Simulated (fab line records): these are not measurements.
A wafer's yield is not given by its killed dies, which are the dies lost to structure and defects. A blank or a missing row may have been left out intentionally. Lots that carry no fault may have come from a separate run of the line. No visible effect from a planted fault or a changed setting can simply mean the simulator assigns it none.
Which tool was responsible? || flow berkeleyCmos170 || Sampling: 14 lots, 42 wafers, 2 of 331 route steps

== WHAT EACH GAUGE READ, for each wafer ==
UCB170_V1_OVL_MEAS_13.
{"lot": "L917", "measured": "day 8 12:26", "on": "overlay-02", "V1_OVL (nm)": "8 4 3"}
{"lot": "L918", "measured": "day 9 05:05", "on": "overlay-02", "V1_OVL (nm)": "1 -4 0"}
{"lot": "L919", "measured": "day 9 07:52", "on": "overlay-02", "V1_OVL (nm)": "3 5 -1"}
{"lot": "L920", "measured": "day 9 10:04", "on": "overlay-01", "V1_OVL (nm)": "0 4 -3"}
{"lot": "L923", "measured": "day 10 10:32", "on": "overlay-01", "V1_OVL (nm)": "-4 -5 3"}
{"lot": "L925", "measured": "day 10 11:52", "on": "overlay-02", "V1_OVL (nm)": "7 7 -3"}
{"lot": "L922", "measured": "day 10 13:04", "on": "overlay-01", "V1_OVL (nm)": "11 2 6"}
{"lot": "L924", "measured": "day 10 14:26", "on": "overlay-02", "V1_OVL (nm)": "-1 2 3"}
{"lot": "L927", "measured": "day 11 00:09", "on": "overlay-02", "V1_OVL (nm)": "-7 3 -5"}
{"lot": "L929", "measured": "day 11 09:14", "on": "overlay-01", "V1_OVL (nm)": "3 9 9"}
{"lot": "L930", "measured": "day 12 01:45", "on": "overlay-01", "V1_OVL (nm)": "-8 1 2"}
{"lot": "L931", "measured": "day 12 02:19", "on": "overlay-01", "V1_OVL (nm)": "-1 1 -3"}
{"lot": "L936", "measured": "day 13 12:56", "on": "overlay-02", "V1_OVL (nm)": "0 -4 1"}
{"lot": "L939", "measured": "day 13 22:35", "on": "overlay-01", "V1_OVL (nm)": "3 -2 5"}

UCB170_M2_CD_MEAS_15: target cd 700 nm.
{"lot": "L917", "measured": "day 8 15:02", "on": "cdSem-01", "cdNm (nm)": "699.5 701.4 701.6"}
{"lot": "L918", "measured": "day 9 07:34", "on": "cdSem-02", "cdNm (nm)": "700.5 700.5 700.2"}
{"lot": "L919", "measured": "day 9 10:40", "on": "cdSem-01", "cdNm (nm)": "700.6 700.5 699.9"}
{"lot": "L920", "measured": "day 9 12:36", "on": "cdSem-01", "cdNm (nm)": "699.5 701.3 700.9"}
{"lot": "L923", "measured": "day 10 13:05", "on": "cdSem-02", "cdNm (nm)": "699.1 698.5 697.5"}
{"lot": "L925", "measured": "day 10 14:12", "on": "cdSem-02", "cdNm (nm)": "701.5 701.3 701.4"}
{"lot": "L922", "measured": "day 10 15:25", "on": "cdSem-02", "cdNm (nm)": "698.6 699.6 699.6"}
{"lot": "L924", "measured": "day 10 17:16", "on": "cdSem-01", "cdNm (nm)": "697.6 699.4 700.3"}
{"lot": "L927", "measured": "day 11 02:37", "on": "cdSem-02", "cdNm (nm)": "700.0 698.2 700.7"}
{"lot": "L929", "measured": "day 11 12:18", "on": "cdSem-02", "cdNm (nm)": "700.3 701.1 699.2"}
{"lot": "L930", "measured": "day 12 04:17", "on": "cdSem-01", "cdNm (nm)": "700.3 701.3 701.4"}
{"lot": "L931", "measured": "day 12 04:40", "on": "cdSem-02", "cdNm (nm)": "701.2 700.0 700.8"}
{"lot": "L936", "measured": "day 13 16:13", "on": "cdSem-01", "cdNm (nm)": "699.9 699.9 700.7"}
{"lot": "L939", "measured": "day 14 01:57", "on": "cdSem-01", "cdNm (nm)": "698.9 700.3 700.0"}

== TOOL THAT RAN EACH LOT (tool first, then ch and the chambers of the sampled wafers, then the start) ==
There is no process step in the record ahead of these readings.

== AS READ BY THE TOOLS THEMSELVES (means over the sampled wafers that have a number; for cases with no such wafer, the mark the record gives instead) ==
The record holds no such reading with a usual standard deviation.

== THE ANSWER, worked out from the rows above alone ==
Rule: the lots themselves supply what counts as usual. The widest of any qualifying gaps counts: lots, ordered by their means at a reading, are off when they make up no more than a third of the lots, leave a main group of 4 or more, and stand apart from it by 3 or more times the standard deviation of that group's means. A main group whose means are all the same, to the digits that the tables above print for the reading, isn't used. Also off: a lot with no number at a reading for which 4 or more lots have one. The other lots that the step has rows for count as sound. The gauges are gone through in route order, then the tools' own readings, and for those a lot's mean is taken as printed above. The first step at which some lot is off is used, and at that step the reading that is off furthest; a lot without a number counts as furthest.
None of the lots is off at any reading shown; this tells nothing.

== WHAT THE SIMULATOR PUT IN ==
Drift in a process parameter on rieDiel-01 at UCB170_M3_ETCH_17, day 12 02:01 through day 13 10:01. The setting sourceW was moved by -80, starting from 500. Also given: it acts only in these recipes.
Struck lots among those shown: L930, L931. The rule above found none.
